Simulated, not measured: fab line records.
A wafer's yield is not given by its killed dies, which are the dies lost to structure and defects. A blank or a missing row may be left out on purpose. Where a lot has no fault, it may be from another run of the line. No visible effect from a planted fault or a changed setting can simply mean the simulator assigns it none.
Split-lot experiment -- flow berkeley_cmos170 -- route with 331 steps; 5 lots, 23 wafers read

== ABOUT THE SPLIT ==
At UCB170_NSD_COAT_01 (resist thk 900 nm), the setting resist_thk_nm was moved away from the recipe's 900 nm on 11 of the 23 wafers read, by -3.9% to +5.4%. The other wafers ran this setting at the recipe's value.

The split's own step is where the reading is taken.

== THE READING ==
KrF_of_NSD_COAT_01.thk_nm (the simulator's own value, which no gauge read), in nm, at UCB170_NSD_COAT_01 (resist thk 900 nm). There is no usual value for it anywhere in the file. Here, 12 wafers ran the recipe; their average is 898.3 nm with a standard deviation of 3.3 nm.

wafer,"tool, chamber at the split","resist_thk_nm as run, nm",against the recipe,"KrF_of_NSD_COAT_01.thk_nm, nm",against lot-mates on the recipe
L076.1,"litho_track-01, 0",900,recipe,892.8,-
L076.2,"litho_track-01, 0",878.3,-2.4%,874.7,-20.8
L076.4,"litho_track-01, 0",878.3,-2.4%,874.2,-21.3
L076.5,"litho_track-01, 0",900,recipe,897.5,-
L076.6,"litho_track-01, 0",900,recipe,896.3,-
L075.1,"litho_track-03, 0",900,recipe,901.4,-
L075.3,"litho_track-03, 0",900,recipe,901.5,-
L075.4,"litho_track-03, 0",900,recipe,901.1,-
L079.1,"litho_track-01, 0",900,recipe,897.8,-
L079.2,"litho_track-01, 0",875.2,-2.8%,877.5,-21.6
L079.4,"litho_track-01, 0",900,recipe,900.4,-
L079.5,"litho_track-01, 0",875.2,-2.8%,873.1,-26.0
L079.6,"litho_track-01, 0",875.2,-2.8%,870,-29.1
L083.1,"litho_track-02, 0",948.2,+5.4%,940.5,+46.5
L083.2,"litho_track-02, 0",948.2,+5.4%,939.8,+45.8
L083.3,"litho_track-02, 0",900,recipe,892.9,-
L083.4,"litho_track-02, 0",948.2,+5.4%,943,+49.0
L083.5,"litho_track-02, 0",900,recipe,895.1,-
L084.2,"litho_track-01, 0",864.8,-3.9%,867.1,-34.4
L084.3,"litho_track-01, 0",900,recipe,900.6,-
L084.4,"litho_track-01, 0",864.8,-3.9%,864.6,-36.9
L084.5,"litho_track-01, 0",864.8,-3.9%,863.2,-38.3
L084.6,"litho_track-01, 0",900,recipe,902.4,-

FIT RESULTS
A straight line over all 23 wafers: KrF_of_NSD_COAT_01.thk_nm changes by +8.36 nm for each +1% of resist_thk_nm; r = +0.99; the points scatter about the line by 3.1 nm.
The same after taking each lot's own level away (the mean of its wafers on the recipe; 23 wafers): +8.99 nm for each +1%; r = +1.00; scatter 1.8 nm.
Per that fit: largest resist_thk_nm move, reading shift of 48 nm.
From 894.00 to 901.50 nm: that is the span of the lots' own levels, equal to 2.3 times the standard deviation above.
The two slopes are in agreement: the lot-to-lot level therefore moves the slope only a little.
Check: with one of the wafers moved furthest among these (+5.4%) left out of the fit, the line predicts +48.2 nm for it against its lot-mates. It came out at +46.5 nm against them.

== ADDITIONAL SPLITS CARRIED BY THESE WAFERS ==
These wafers also went through other splits before the reading. Each is held against what the fit with the lots' levels taken away leaves over:
other split on the same wafers,wafers away from the commonest value,r with KrF_of_NSD_COAT_01.thk_nm (lot level and that fit taken away)
UCB170_START_OXIDATION_02 ox_time_s,15,+0.12
UCB170_NWELL_IMPLANT_14 energy_kev,10,-0.03
UCB170_PWELL_CVD_05 nh3_flow_sccm,15,+0.00
UCB170_ACTIVE_OXIDATION_02 ox_time_s,15,+0.17
UCB170_PFIELD_IMPLANT_07 energy_kev,10,+0.00
UCB170_PVT_IMPLANT_07 dose_cm2,6,+0.13
UCB170_PLDD_COAT_01 resist_thk_nm,10,+0.39
UCB170_NLDD_IMPLANT_08 dose_cm2,7,+0.00

== THE WHOLE CHAIN: every reading that the file lists as answering this split, in the file's order ==
step,what it does,reading,change (the file's fit),r (the file's)
UCB170_NSD_COAT_01,resist thk 900 nm,"KrF_of_NSD_COAT_01.thk_nm (the simulator's own value, which no gauge read)",+9.01 nm for each +1% of the setting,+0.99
UCB170_NSD_STRIP_09,strips in O2,strip_time_to_endpoint_s,withheld for each +1% of the setting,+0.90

== FILE'S OWN FIT ==
KrF_of_NSD_COAT_01.thk_nm changes by +9.01 nm for each +1% of resist_thk_nm, r = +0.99.
